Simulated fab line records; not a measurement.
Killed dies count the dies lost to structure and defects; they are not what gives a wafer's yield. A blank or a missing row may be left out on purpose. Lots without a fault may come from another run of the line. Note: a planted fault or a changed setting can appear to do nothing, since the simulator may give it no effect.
Which tool did it? | flow berkeley-cmos170 | 14 lots, 42 wafers sampled, at 6 steps of a route of 331

WHAT THE GAUGES SHOWED, per wafer
UCB170_NWELL_TW_MEAS_16. Usual: for NWELL_TW the level is 1247 and the standard deviation is 6.7.
lot  | measured    | on            | NWELL_TW       | flag
L627 | day 2 08:56 | film-metro-03 | 1245 1239 1238 |
L628 | day 2 15:22 | film-metro-02 | 1248 1245 1247 |
L629 | day 2 15:35 | film-metro-02 | 1240 1244 1245 |
L630 | day 2 19:39 | film-metro-02 | 1251 1241 1243 |
L631 | day 3 02:14 | film-metro-02 | 1245 1250 1241 |
L633 | day 3 14:16 | film-metro-02 | 1239 1248 1246 |
L634 | day 3 18:16 | film-metro-03 | 1246 1239 1249 |
L635 | day 3 23:26 | film-metro-02 | 1248 1253 1250 |
L636 | day 4 08:44 | film-metro-02 | 1248 1257 1246 |
L637 | day 4 09:00 | film-metro-04 | 1259 1258 1260 |
L638 | day 4 15:15 | film-metro-02 | 1247 1245 1253 |
L640 | day 4 22:29 | film-metro-02 | 1247 1249 1247 |
L644 | day 5 21:40 | film-metro-03 | 1239 1246 1250 |
L647 | day 6 16:33 | film-metro-03 | 1246 1244 1244 |

UCB170_SDANNEAL_RS_MEAS_04: uses a four-point probe to measure. Usual: for PLDD_RS the level is 1032.3 ohm/sq and the standard deviation is 3.
lot  | measured     | on            | PLDD_RS (ohm/sq)     | flag
L627 | day 6 15:19  | film-metro-04 | 1032.2 1027.2 1029.9 |
L628 | day 6 18:44  | film-metro-04 | 1035.3 1034.9 1037.0 |
L629 | day 6 19:15  | film-metro-03 | 1026.5 1028.5 1028.6 |
L630 | day 7 16:28  | film-metro-03 | 1033.0 1032.9 1032.8 |
L631 | day 7 15:52  | film-metro-03 | 1032.8 1029.0 1031.2 |
L633 | day 8 02:23  | film-metro-04 | 1026.7 1030.2 1028.1 |
L634 | day 8 02:34  | film-metro-03 | 1030.3 1034.0 1030.6 |
L635 | day 8 11:20  | film-metro-04 | 1035.4 1034.0 1036.0 |
L636 | day 8 18:54  | film-metro-04 | 950.5 949.2 950.4    | OFF
L637 | day 8 19:09  | film-metro-01 | 949.2 950.6 948.9    | OFF
L638 | day 9 09:59  | film-metro-03 | 1034.1 1033.5 1032.0 |
L640 | day 9 09:38  | film-metro-01 | 1027.9 1028.6 1028.5 |
L644 | day 10 12:16 | film-metro-04 | 1038.5 1036.8 1037.5 |
L647 | day 10 13:10 | film-metro-01 | 1032.5 1031.2 1032.5 |

UCB170_SDANNEAL_RS_MEAS_05: uses a four-point probe to measure. Usual: for NLDD_RS the level is 616.6 ohm/sq and the standard deviation is 1.2.
lot  | measured     | on            | NLDD_RS (ohm/sq)  | flag
L627 | day 6 15:26  | film-metro-04 | 617.4 615.5 615.0 |
L628 | day 6 18:52  | film-metro-04 | 616.7 614.5 616.8 |
L629 | day 6 19:22  | film-metro-03 | 614.8 613.9 615.8 |
L630 | day 7 16:35  | film-metro-03 | 615.3 616.3 616.9 |
L631 | day 7 15:59  | film-metro-03 | 616.6 616.7 615.2 |
L633 | day 8 02:31  | film-metro-04 | 617.7 618.5 618.1 |
L634 | day 8 02:41  | film-metro-03 | 617.2 617.5 616.0 |
L635 | day 8 11:28  | film-metro-04 | 617.8 618.7 617.8 |
L636 | day 8 19:01  | film-metro-04 | 608.1 608.0 606.2 | OFF
L637 | day 8 19:16  | film-metro-01 | 604.5 608.0 605.6 | OFF
L638 | day 9 10:06  | film-metro-03 | 614.8 615.6 614.7 |
L640 | day 9 09:46  | film-metro-01 | 616.3 614.3 616.2 |
L644 | day 10 12:23 | film-metro-04 | 617.4 617.1 615.9 |
L647 | day 10 13:17 | film-metro-01 | 617.6 615.8 617.5 |

UCB170_M3_OVL_MEAS_16. Usual: for M3_OVL the level is -1 nm and the standard deviation is 6.2.
lot  | measured     | on         | M3_OVL (nm) | flag
L627 | day 7 12:42  | overlay-02 | -8 -8 -6    |
L628 | day 7 21:00  | overlay-02 | 0 -1 9      |
L629 | day 7 20:43  | overlay-01 | 2 3 7       |
L630 | day 8 15:10  | overlay-01 | 1 6 -2      |
L631 | day 8 14:28  | overlay-02 | 1 -6 5      |
L633 | day 9 01:56  | overlay-02 | -5 -4 -7    |
L634 | day 9 02:24  | overlay-02 | -5 2 -4     |
L635 | day 9 10:46  | overlay-02 | -1 -2 5     |
L636 | day 9 17:42  | overlay-01 | -8 -5 -6    |
L637 | day 9 17:59  | overlay-02 | -1 -5 1     |
L638 | day 10 09:15 | overlay-01 | 1 -1 0      |
L640 | day 10 07:28 | overlay-01 | -11 -20 -13 |
L644 | day 11 12:38 | overlay-02 | -3 14 -5    |
L647 | day 11 13:14 | overlay-02 | -8 -11 -12  |

WHAT TOOL EACH LOT RAN ON (gives the tool, then ch and the chambers of the sampled wafers, and finally the start)
lot  | UCB170_SPACER_ANNEAL_02       | UCB170_M2_ETCH_17
L627 | furnace-03 ch 0, day 6 09:25  | rie-diel-01 ch 1,2,3, day 7 07:19
L628 | furnace-01 ch 0, day 6 13:04  | rie-diel-04 ch 1,2, day 7 15:42
L629 | furnace-01 ch 0, day 6 13:04  | rie-diel-01 ch 0,2,3, day 7 15:26
L630 | furnace-01 ch 0, day 7 09:08  | rie-diel-01 ch 0,3, day 8 09:37
L631 | furnace-01 ch 0, day 7 09:08  | rie-diel-04 ch 0,2,3, day 8 09:21
L633 | furnace-03 ch 0, day 7 19:13  | rie-diel-01 ch 0,2, day 8 21:08
L634 | furnace-03 ch 0, day 7 19:13  | rie-diel-04 ch 1,2,3, day 8 21:25
L635 | furnace-01 ch 0, day 8 04:58  | rie-diel-02 ch 0,1,2, day 9 03:54
L636 | furnace-01 ch 0, day 8 12:43  | rie-diel-02 ch 0,3, day 9 12:00
L637 | furnace-01 ch 0, day 8 12:43  | rie-diel-01 ch 0,2,3, day 9 12:18
L638 | furnace-03 ch 0, day 9 01:11  | rie-diel-04 ch 0,3, day 10 01:42
L640 | furnace-03 ch 0, day 9 01:11  | rie-diel-01 ch 1,2, day 10 01:26
L644 | furnace-02 ch 0, day 10 00:25 | rie-diel-04 ch 0,2,3, day 11 06:38
L647 | furnace-02 ch 0, day 10 03:25 | rie-diel-02 ch 1,3, day 11 07:02
- UCB170_SPACER_ANNEAL_02: time 1800 s.
- UCB170_M2_ETCH_17: etches BARC in N2/H2.

AS READ BY THE TOOLS THEMSELVES (means over the sampled wafers that have a number; for cases with no such wafer, the mark the record gives instead)
UCB170_M2_ETCH_17. Usual: drypump-motor-current-A 5.6 A, standard deviation 0.42; h2-flow-sccm 200.0 sccm, standard deviation 0.61; oes-product-au 0.982 a.u., standard deviation 0.023; throttle-valve-pct 13.31 %, standard deviation 0.18.
lot  | tool        | drypump-motor-current-A (A) | h2-flow-sccm (sccm) | oes-product-au (a.u.) | throttle-valve-pct (%) | flag
L627 | rie-diel-01 | 5.7                         | 199.4               | 0.993                 | 13.29                  |
L628 | rie-diel-04 | 5.8                         | 200.0               | 0.973                 | 13.24                  |
L629 | rie-diel-01 | 5.4                         | 199.7               | 0.972                 | 13.34                  |
L630 | rie-diel-01 | 5.6                         | 199.8               | 0.957                 | 13.43                  |
L631 | rie-diel-04 | 6.0                         | 199.5               | 0.984                 | 13.26                  |
L633 | rie-diel-01 | 5.2                         | 200.0               | 0.989                 | 13.26                  |
L634 | rie-diel-04 | 5.9                         | 200.1               | 0.986                 | 13.26                  |
L635 | rie-diel-02 | 5.3                         | 199.9               | 0.996                 | 13.37                  |
L636 | rie-diel-02 | 5.8                         | 199.3               | 1.000                 | 13.40                  |
L637 | rie-diel-01 | 5.4                         | 199.1               | 0.973                 | 13.34                  |
L638 | rie-diel-04 | 5.8                         | 199.8               | 0.998                 | 13.35                  |
L640 | rie-diel-01 | 5.9                         | 200.0               | 0.991                 | 13.21                  |
L644 | rie-diel-04 | 6.0                         | 200.0               | 0.971                 | 13.27                  |
L647 | rie-diel-02 | 5.2                         | 200.1               | 0.982                 | 13.52                  |

THE ANSWER, worked out from the rows above alone
Rule: lot off if the mean of its wafers having a number is beyond 3 standard deviations from the usual mean. A lot without any number at a reading at which 4 lots or more have one is off too. Where the step has rows for the other lots, those lots are counted as sound. First the gauges in route order, then the tools' own readings, where a lot's mean is used as printed above. At the first step where some lot is off, the reading lying furthest off is the one used; lots without a number count as furthest.
Off: L636, L637, at UCB170_SDANNEAL_RS_MEAS_04 (PLDD_RS).
If a tool, at a process step before that reading, ran all the lots that are off and no sound lot after the first of them, it fits. Gauges at UCB170_SDANNEAL_RS_MEAS_04: tried the same way as those tools. One candidate fits, namely furnace-01 at UCB170_SPACER_ANNEAL_02. Its last sound lot is L635 (day 8 04:58), its first lot that is off L636 (day 8 12:43): a fault that began between those two fits.

WHAT THE SIMULATOR HAD INSERTED
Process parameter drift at UCB170_SPACER_ANNEAL_02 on furnace-01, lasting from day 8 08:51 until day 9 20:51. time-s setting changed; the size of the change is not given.
Lots struck among those shown: L636, L637. The same result came from the rule above.
